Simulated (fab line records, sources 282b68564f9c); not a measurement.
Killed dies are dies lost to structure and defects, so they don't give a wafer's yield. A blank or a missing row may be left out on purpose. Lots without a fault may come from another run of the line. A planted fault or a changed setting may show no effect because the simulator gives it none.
Which tool did it? | flow rit_cmos | 7 lots, 21 wafers sampled, at 1 step of a route of 202

WHAT THE GAUGES READ, wafer by wafer
RIT_GATE_CD_MEAS_16: target cd 150 nm.
lot  | measured    | on        | cd_nm (nm)
L328 | day 2 21:01 | cd_sem-01 | 153.5 153.0 153.8
L330 | day 3 06:26 | cd_sem-02 | 150.3 150.6 150.5
L333 | day 3 22:49 | cd_sem-01 | 151.4 152.3 151.0
L335 | day 4 11:11 | cd_sem-01 | 154.9 150.1 151.1
L338 | day 4 23:43 | cd_sem-01 | 149.1 149.8 150.2
L341 | day 5 14:16 | cd_sem-02 | 149.2 149.4 150.3
L349 | day 7 06:40 | cd_sem-01 | 145.5 147.3 147.9

WHICH TOOL RAN EACH LOT (tool, then ch and the chambers of the sampled wafers, then the start)
The record holds no process step before these readings.

THE ANSWER, worked out from the rows above alone
Rule: what is usual is taken from the lots themselves. Put in order of their means at a reading, lots are off if they are a third of the lots or fewer, leave a main group of 4 or more, and stand apart from it by a gap of 3 or more times the standard deviation of the main group's means; of several such gaps the widest counts. A main group whose means are all the same, to the digits that the tables above print for the reading, isn't used. A lot without any number at a reading at which 4 lots or more have one is off too. The other lots that the step has rows for count as sound.
No lot is off at any reading shown: from this, nothing can be told.

WHAT THE SIMULATOR HAD PUT IN
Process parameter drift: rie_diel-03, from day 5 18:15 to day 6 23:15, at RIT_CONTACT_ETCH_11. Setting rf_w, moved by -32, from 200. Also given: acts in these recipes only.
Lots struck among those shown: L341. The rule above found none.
